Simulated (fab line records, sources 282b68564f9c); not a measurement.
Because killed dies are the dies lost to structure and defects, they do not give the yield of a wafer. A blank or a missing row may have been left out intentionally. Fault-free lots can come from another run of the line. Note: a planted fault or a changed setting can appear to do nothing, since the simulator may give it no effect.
fab line records    flow ritCmos
record: lots: 5  wafers: 15  lastDay: 7
route steps=202 shown GATE@92 REOX@98 NLDD@103 PLDD@114
lots untouched by any fault: they come from a run of this same line in which no faults occurred
startH: hours from the record's first day to the start of the lot's first wafer shown    waitH: how many hours have passed since the lot's step before this one    " identical to the entry in the row above    L1.1+2: a single row standing in for several wafers    - no value present, or no start provided    * or withheld: withheld    < > ~ a bound
route shown NAME@n: a module of which the file shows steps, and the number in the route of the first    usual: average and standard deviation across the fault-free wafers    same: alike in all rows    chamber/n: place in a boat    sites: readings site by site    _std_site: standard deviation of those values    _edge_site: mean of outer sites minus mean of inner sites    radiusMm: how far each site lies from the wafer's centre    mask NAME#n: copy n    behind: the most recent tool/chamber to have shaped the wafer    hold: cause of the lot's hold/its duration in hours/its outcome    device: the n, p or np transistor that did not switch    end of line: the same wafers' tests at the end of the route    where a step has no rows: the recipe by itself    killed: dies that structure and defects cost at the first sort, which is not the same as the wafer's yield    map: dies across one wafer; x = killed, . = not, _ = none there
set.NAME: setting as actually run; set.NAME@STEP: the setting as run at that earlier step    model.NAME: the simulator's own value behind a step, which no gauge read
lots at selected steps of the route; one table per step, one row per wafer
services: a tool's chamber out of use, with start hour (startH, from the record's first day; less than 0 if before it), hours out, and reason
== steps ==
step: RIT_GATE_CD_MEAS_16
recipe: targetCdNm: 150
usual: cdNm: 149/3.1
lot.wafer  tool      chamber  startH  waitH  cdNm
L075.3     cdSem-01  -        47.03   -      153
L075.4     "         -        "       "      150
L075.5     "         -        "       "      150
L085.1     cdSem-01  -        95.70   -      150
L085.3     "         -        "       "      152
L085.6     "         -        "       "      151
L087.1     cdSem-01  -        106.79  -      152
L087.4     "         -        "       "      153
L087.6     "         -        "       "      149
L094.1     cdSem-02  -        141.96  -      148
L094.3     "         -        "       "      147
L094.5     "         -        "       "      147
L096.1     cdSem-01  -        151.99  -      150
L096.3     "         -        "       "      147
L096.5     "         -        "       "      150
step: RIT_GATE_OVL_MEAS_17
usual: GATE_OVL: 0.8/1.6
lot.wafer  tool        chamber  startH  waitH  GATE_OVL[nm]
L075.3     overlay-01  -        47.13   0.1    3.2
L075.4     "           -        "       "      1.0
L075.5     "           -        "       "      1.5
L085.1     overlay-02  -        95.82   0.1    0.2
L085.3     "           -        "       "      0.8
L085.6     "           -        "       "      -0.7
L087.1     overlay-01  -        106.91  0.1    2.2
L087.4     "           -        "       "      2.8
L087.6     "           -        "       "      3.4
L094.1     overlay-02  -        142.08  0.1    3.7
L094.3     "           -        "       "      2.2
L094.5     "           -        "       "      1.3
L096.1     overlay-01  -        152.11  0.1    1.6
L096.3     "           -        "       "      -0.3
L096.5     "           -        "       "      1.8
step: RIT_GATE_HARDBAKE_18
recipe: resist: NOVOLAK  tempC: 140  timeS: 60
usual: heaterPowerTotalW: 62.54/0.051
lot.wafer  tool           chamber  startH  waitH  heaterPowerTotalW
L075.3     lithoTrack-02  0        47.20   0.1    62.48
L075.4     "              0        "       "      62.59
L075.5     "              0        "       "      62.52
L085.1     lithoTrack-03  0        95.85   0.0    62.53
L085.3     "              0        "       "      62.46
L085.6     "              0        "       "      62.59
L087.1     lithoTrack-02  0        106.94  0.0    62.51
L087.4     "              0        "       "      62.51
L087.6     "              0        "       "      62.48
L094.1     lithoTrack-02  0        142.17  0.1    62.56
L094.3     "              0        "       "      62.53
L094.5     "              0        "       "      62.55
L096.1     lithoTrack-03  0        152.14  0.0    62.54
L096.3     "              0        "       "      62.58
L096.5     "              0        "       "      62.56
step: RIT_GATE_ETCH_19
recipe: chemistry: SF6/CHF3/O2  timeS: 165  SF6_flow_sccm: 30  CHF3_flow_sccm: 30  O2_flow_sccm: 5  target: poly-Si  pressureMtorr: 40  rfW: 160  targetDepthA: 3125  overEtchFrac: 0.25  stopOn: SiO2
usual: O2_flow_sccm: 4.999/0.013  drypumpMotorCurrentA: 5.7/0.5  oesProductAu: 0.848/0.0095  throttleValvePct: 10.29/0.14
lot.wafer  tool      chamber  startH  waitH  O2_flow_sccm  drypumpMotorCurrentA  oesProductAu  rfHoursCounterH  throttleValvePct
L075.3     rieSi-01  3        47.30   0.1    5.008         4.9                   0.834         85               10.22
L075.4     "         0        "       "      5.027         6.1                   0.854         158              10.40
L075.5     "         3        "       "      4.992         4.9                   0.837         -                10.23
L085.1     rieSi-01  0        96.00   0.1    5.003         6.1                   0.854         0                10.41
L085.3     "         2        "       "      5.006         5.8                   0.857         143              10.55
L085.6     "         2        "       "      5.007         5.8                   0.850         -                10.55
L087.1     rieSi-01  3        107.09  0.1    4.998         4.9                   0.843         86               10.22
L087.4     "         2        "       "      5.008         5.8                   0.853         143              10.54
L087.6     "         2        "       "      4.988         5.8                   0.862         -                10.54
L094.1     rieSi-02  2        142.32  0.1    4.988         6.5                   0.864         10               10.03
L094.3     "         1        "       "      5.007         5.2                   0.850         113              10.27
L094.5     "         3        "       "      4.975         5.3                   0.861         -                10.20
L096.1     rieSi-02  0        152.29  0.1    5.005         6.1                   0.841         4                10.39
L096.3     "         2        "       "      5.019         6.5                   0.852         10               10.05
L096.5     "         1        "       "      4.997         5.2                   0.857         -                10.28
step: RIT_GATE_STRIP_20
recipe: chemistry: O2  timeS: 180  resist: NOVOLAK  platenTempC: withheld  powerW: 500  pressureMtorr: 4000  o2FlowSccm: 4000
usual: drypumpMotorCurrentA: 5.8/0.58
lot.wafer  tool            chamber  startH  waitH  drypumpMotorCurrentA  rfHoursCounterH
L075.3     plasmaAsher-02  1        47.47   0.1    5.8                   -
L075.4     "               0        "       "      5.7                   -
L075.5     "               0        "       "      5.7                   -
L085.1     plasmaAsher-01  0        96.11   0.1    5.2                   47
L085.3     "               1        "       "      6.5                   -
L085.6     "               0        "       "      5.2                   -
L087.1     plasmaAsher-02  1        107.20  0.1    5.8                   46
L087.4     "               1        "       "      5.7                   -
L087.6     "               0        "       "      5.7                   -
L094.1     plasmaAsher-01  1        142.43  0.1    6.5                   54
L094.3     "               0        "       "      5.2                   -
L094.5     "               1        "       "      6.5                   -
L096.1     plasmaAsher-03  0        152.40  0.1    6.4                   30
L096.3     "               0        "       "      6.3                   -
L096.5     "               0        "       "      6.4                   -
step: RIT_GATE_CD_MEAS_90
recipe: targetCdNm: 150
usual: cdNm: 149/3.1
lot.wafer  tool      chamber  startH  waitH  cdNm
L075.3     cdSem-01  -        47.62   0.1    153
L075.4     "         -        "       "      150
L075.5     "         -        "       "      150
L085.1     cdSem-02  -        96.29   0.1    149
L085.3     "         -        "       "      152
L085.6     "         -        "       "      151
L087.1     cdSem-01  -        107.38  0.1    153
L087.4     "         -        "       "      153
L087.6     "         -        "       "      150
L094.1     cdSem-01  -        142.60  0.1    148
L094.3     "         -        "       "      148
L094.5     "         -        "       "      147
L096.1     cdSem-02  -        152.58  0.1    150
L096.3     "         -        "       "      147
L096.5     "         -        "       "      150
step: RIT_REOX_CLEAN_00
recipe: chemistry: SC1  mix: 3:3:50  timeS: 600  tempC: 75
lot.wafer   tool         chamber  startH  waitH
L075.3+4+5  wetBench-03  1        47.70   0.1
L085.1+3+6  wetBench-03  1        96.41   0.1
L087.1+4+6  wetBench-01  1        107.50  0.1
L094.1+3+5  wetBench-01  0        142.72  0.1
L096.1+3+5  wetBench-01  2        152.70  0.1
step: RIT_REOX_CLEAN_01
recipe: chemistry: dHF  dilution: 50:1  timeS: 30
lot.wafer   tool         chamber  startH  waitH
L075.3+4+5  wetBench-02  2        47.88   0.0
L085.1+3+6  wetBench-01  1        96.59   0.0
L087.1+4+6  wetBench-02  2        107.71  0.0
L094.1+3+5  wetBench-02  1        143.10  0.0
L096.1+3+5  wetBench-02  1        152.87  0.0
step: RIT_REOX_CLEAN_02
recipe: chemistry: SC2  mix: 3:3:50  timeS: 600  tempC: 75  dry: n2Spin
lot.wafer   tool         chamber  startH  waitH
L075.3+4+5  wetBench-01  3        47.89   0.0
L085.1+3+6  wetBench-01  1        96.61   0.0
L087.1+4+6  wetBench-01  0        107.72  0.0
L094.1+3+5  wetBench-01  0        143.12  0.0
L096.1+3+5  wetBench-03  2        152.89  0.0
step: RIT_REOX_OXIDATION_03
recipe: tempC: 900  ambient: O2  targetThkA: 252  oxTimeS: 5580
usual: spikeTcCentreC: 902.8/1.3
lot.wafer  tool        chamber  startH  waitH  spikeTcCentreC
L075.3     furnace-04  0        48.28   0.0    903.8
L075.4     "           0        "       "      904.2
L075.5     "           0        "       "      904.1
L085.1     furnace-03  0        99.28   2.5    902.0
L085.3     "           0        "       "      901.0
L085.6     "           0        "       "      903.0
L087.1     furnace-04  0        107.93  0.0    901.1
L087.4     "           0        "       "      903.6
L087.6     "           0        "       "      903.6
L094.1     furnace-01  0        143.50  0.0    900.4
L094.3     "           0        "       "      901.1
L094.5     "           0        "       "      901.0
L096.1     furnace-04  0        153.53  0.4    903.6
L096.3     "           0        "       "      900.7
L096.5     "           0        "       "      902.5
step: RIT_REOX_THK_MEAS_04
recipe: reads: SiO2_of_REOX_OXIDATION_03
usual: REOX_OXIDE_THK: 25.0/0.38
lot.wafer  tool          chamber  startH  waitH  REOX_OXIDE_THK[nm]
L075.3     filmMetro-01  -        50.85   0.0    24.8
L075.4     "             -        "       "      24.8
L075.5     "             -        "       "      25.1
L085.1     filmMetro-04  -        101.83  0.0    25.3
L085.3     "             -        "       "      25.2
L085.6     "             -        "       "      25.6
L087.1     filmMetro-04  -        110.48  0.0    24.9
L087.4     "             -        "       "      24.9
L087.6     "             -        "       "      24.8
L094.1     filmMetro-04  -        146.05  0.0    24.7
L094.3     "             -        "       "      24.5
L094.5     "             -        "       "      24.7
L096.1     filmMetro-04  -        156.08  0.0    24.8
L096.3     "             -        "       "      24.7
L096.5     "             -        "       "      24.8
step: RIT_NLDD_HMDS_00
recipe: primeTimeS: 60  primeTempC: 140
lot.wafer   tool           chamber  startH  waitH
L075.3+4+5  lithoTrack-03  0        50.94   0.1
L085.1+3+6  lithoTrack-01  0        101.89  0.1
L087.1+4+6  lithoTrack-03  0        110.54  0.1
L094.1+3+5  lithoTrack-03  0        146.11  0.1
L096.1+3+5  lithoTrack-04  0        156.14  0.1
step: RIT_NLDD_COAT_01
recipe: resist: NOVOLAK  spinRpm: 3250  resistThkNm: 1000
lot.wafer   tool           chamber  startH  waitH
L075.3+4+5  lithoTrack-03  0        51.09   0.1
L085.1+3+6  lithoTrack-01  0        102.04  0.1
L087.1+4+6  lithoTrack-03  0        110.69  0.1
L094.1+3+5  lithoTrack-03  0        146.26  0.1
L096.1+3+5  lithoTrack-04  0        156.29  0.1
step: RIT_NLDD_SOFTBAKE_02
recipe: resist: NOVOLAK  tempC: 90  timeS: 62.75
usual: heaterPowerTotalW: 34.62/0.052  plateSensorTCentreC: 90.969/0.0095  plateSensorTEdgeC: 91.020/0.01  softbakeTempC: 89.98/0.12
lot.wafer  tool           chamber  startH  waitH  heaterPowerTotalW  plateSensorTCentreC  plateSensorTEdgeC  softbakeTempC
L075.3     lithoTrack-03  0        51.24   0.1    34.63              90.969               91.013             89.89
L075.4     "              0        "       "      34.69              90.963               91.016             90.03
L075.5     "              0        "       "      34.61              90.965               91.037             90.02
L085.1     lithoTrack-01  0        102.19  0.1    34.61              90.971               91.037             89.95
L085.3     "              0        "       "      34.67              90.963               91.017             90.00
L085.6     "              0        "       "      34.65              90.967               91.013             89.94
L087.1     lithoTrack-03  0        110.84  0.1    34.64              90.983               91.021             89.91
L087.4     "              0        "       "      34.47              90.945               91.010             89.95
L087.6     "              0        "       "      34.61              90.975               91.011             90.02
L094.1     lithoTrack-03  0        146.41  0.1    34.63              90.950               91.007             90.06
L094.3     "              0        "       "      34.65              90.975               91.019             89.90
L094.5     "              0        "       "      34.62              90.977               91.033             89.96
L096.1     lithoTrack-04  0        156.44  0.1    34.69              90.966               91.010             89.87
L096.3     "              0        "       "      34.57              90.971               91.024             89.95
L096.5     "              0        "       "      34.62              90.971               91.029             89.98
step: RIT_NLDD_EXPOSE_03
recipe: maskId: M7  na: 0.57  targetCdNm: 40700  doseMj: 250
lot.wafer   tool             chamber  startH  waitH  mask
L075.3+4+5  ilineStepper-01  0        51.38   0.1    M7#0
L085.1+3+6  ilineStepper-01  0        102.34  0.1    M7#0
L087.1+4+6  ilineStepper-02  0        110.99  0.1    M7#0
L094.1+3+5  ilineStepper-02  0        146.56  0.1    M7#0
L096.1+3+5  ilineStepper-02  0        156.59  0.1    M7#0
step: RIT_NLDD_PEB_04
recipe: resist: NOVOLAK  tempC: withheld  timeS: withheld
lot.wafer   tool           chamber  startH  waitH
L075.3+4+5  lithoTrack-03  0        51.50   0.1
L085.1+3+6  lithoTrack-01  0        102.46  0.1
L087.1+4+6  lithoTrack-01  0        111.11  0.1
L094.1+3+5  lithoTrack-03  0        146.68  0.1
L096.1+3+5  lithoTrack-03  0        156.70  0.1
step: RIT_NLDD_DEVELOP_05
recipe: resist: NOVOLAK  developTimeS: 50  devTempC: 23
lot.wafer   tool           chamber  startH  waitH
L075.3+4+5  lithoTrack-03  0        -       -
L085.1+3+6  lithoTrack-01  0        -       -
L087.1+4+6  lithoTrack-01  0        -       -
L094.1+3+5  lithoTrack-03  0        -       -
L096.1+3+5  lithoTrack-03  0        -       -
step: RIT_NLDD_OVL_MEAS_06
usual: NLDD_OVL: -0.1/1.7
lot.wafer  tool        chamber  startH  waitH  NLDD_OVL[nm]
L075.3     overlay-02  -        51.75   -      -0.4
L075.4     "           -        "       "      -1.4
L075.5     "           -        "       "      -0.6
L085.1     overlay-01  -        102.74  -      -1.6
L085.3     "           -        "       "      0.8
L085.6     "           -        "       "      -1.9
L087.1     overlay-02  -        111.39  -      0.7
L087.4     "           -        "       "      0.1
L087.6     "           -        "       "      0.4
L094.1     overlay-02  -        146.96  -      0.2
L094.3     "           -        "       "      0.4
L094.5     "           -        "       "      1.0
L096.1     overlay-01  -        156.99  -      1.4
L096.3     "           -        "       "      0.4
L096.5     "           -        "       "      2.2
step: RIT_NLDD_HARDBAKE_07
recipe: resist: NOVOLAK  tempC: 140  timeS: 60
usual: heaterPowerTotalW: 62.54/0.048
lot.wafer  tool           chamber  startH  waitH  heaterPowerTotalW
L075.3     lithoTrack-04  0        51.82   0.1    62.58
L075.4     "              0        "       "      62.56
L075.5     "              0        "       "      62.52
L085.1     lithoTrack-01  0        102.78  0.0    62.55
L085.3     "              0        "       "      62.48
L085.6     "              0        "       "      62.61
L087.1     lithoTrack-04  0        111.43  0.0    62.60
L087.4     "              0        "       "      62.47
L087.6     "              0        "       "      62.52
L094.1     lithoTrack-03  0        147.00  0.0    62.52
L094.3     "              0        "       "      62.53
L094.5     "              0        "       "      62.67
L096.1     lithoTrack-03  0        157.02  0.0    62.47
L096.3     "              0        "       "      62.45
L096.5     "              0        "       "      62.51
step: RIT_NLDD_IMPLANT_08
recipe: species: P  energyKev: 20  doseCm2: 5e+14  tiltDeg: 7
same: implantIonAmu: 31
lot.wafer   tool          chamber  startH  waitH
L075.3+4+5  implanter-03  0        51.97   0.1
L085.1+3+6  implanter-01  0        102.93  0.1
L087.1+4+6  implanter-01  0        111.58  0.1
L094.1+3+5  implanter-01  0        147.15  0.1
L096.1+3+5  implanter-01  0        157.17  0.1
step: RIT_NLDD_STRIP_09
recipe: chemistry: O2  timeS: 180  resist: NOVOLAK  platenTempC: withheld  powerW: 500  pressureMtorr: 4000  o2FlowSccm: 4000
usual: drypumpMotorCurrentA: 5.8/0.55
lot.wafer  tool            chamber  startH  waitH  drypumpMotorCurrentA  rfHoursCounterH
L075.3     plasmaAsher-04  0        52.13   0.1    6.0                   -
L075.4     "               1        "       "      5.8                   -
L075.5     "               1        "       "      5.7                   -
L085.1     plasmaAsher-01  1        103.08  0.1    6.5                   48
L085.3     "               1        "       "      6.5                   -
L085.6     "               0        "       "      5.2                   -
L087.1     plasmaAsher-01  0        111.73  0.1    5.2                   49
L087.4     "               1        "       "      6.5                   -
L087.6     "               1        "       "      6.5                   -
L094.1     plasmaAsher-03  0        147.45  0.2    6.4                   29
L094.3     "               1        "       "      4.8                   -
L094.5     "               1        "       "      4.9                   -
L096.1     plasmaAsher-03  1        157.32  0.1    4.9                   30
L096.3     "               0        "       "      6.4                   -
L096.5     "               0        "       "      6.4                   -
step: RIT_NLDD_TW_MEAS_10
usual: NLDD_TW: 2533/15
lot.wafer  tool          chamber  startH  waitH  NLDD_TW
L075.3     filmMetro-02  -        52.27   0.1    2524
L075.4     "             -        "       "      2531
L075.5     "             -        "       "      2521
L085.1     filmMetro-02  -        103.25  0.1    2535
L085.3     "             -        "       "      2520
L085.6     "             -        "       "      2536
L087.1     filmMetro-04  -        111.90  0.1    2552
L087.4     "             -        "       "      2531
L087.6     "             -        "       "      2539
L094.1     filmMetro-04  -        147.62  0.1    2546
L094.3     "             -        "       "      2524
L094.5     "             -        "       "      2547
L096.1     filmMetro-02  -        157.50  0.1    2544
L096.3     "             -        "       "      2543
L096.5     "             -        "       "      2530
step: RIT_PLDD_HMDS_00
recipe: primeTimeS: 60  primeTempC: 140
lot.wafer   tool           chamber  startH  waitH
L075.3+4+5  lithoTrack-03  0        52.36   0.1
L085.1+3+6  lithoTrack-01  0        103.31  0.1
L087.1+4+6  lithoTrack-03  0        111.96  0.1
L094.1+3+5  lithoTrack-03  0        147.68  0.1
L096.1+3+5  lithoTrack-01  0        157.56  0.1
== services ==
tool             chamber  startH  hours  kind
plasmaAsher-04   -        32.25   2.2    repair
furnace-03       -        35.50   3.8    pm
plasmaAsher-03   -        41.25   0.8    repair
implanter-03     -        41.36   1.0    repair
ilineStepper-02  -        46.59   15.0   repair
rieSi-02         2        60.10   15.2   repair
ilineStepper-02  -        61.61   1.7    pm
implanter-03     -        68.20   1.5    repair
furnace-03       -        72.40   3.4    pm
rieSi-02         1        73.69   13.0   repair
rieSi-01         0        74.24   -      clean
rieSi-01         0        74.24   21.4   scheduledDown
rieSi-01         0        74.24   21.4   ventCycle
wetBench-03      -        79.36   2.7    repair
implanter-03     -        84.37   1.6    repair
furnace-01       -        96.51   4.2    pm
plasmaAsher-03   -        99.91   28.1   pm
plasmaAsher-02   -        108.75  9.0    pm
wetBench-03      -        111.24  2.2    repair
furnace-04       -        115.36  3.7    pm
plasmaAsher-01   -        129.07  1.5    repair
ilineStepper-01  -        130.23  28.9   pm
plasmaAsher-03   -        136.23  5.4    repair
furnace-01       -        140.02  2.4    pm
== key ==
fault none
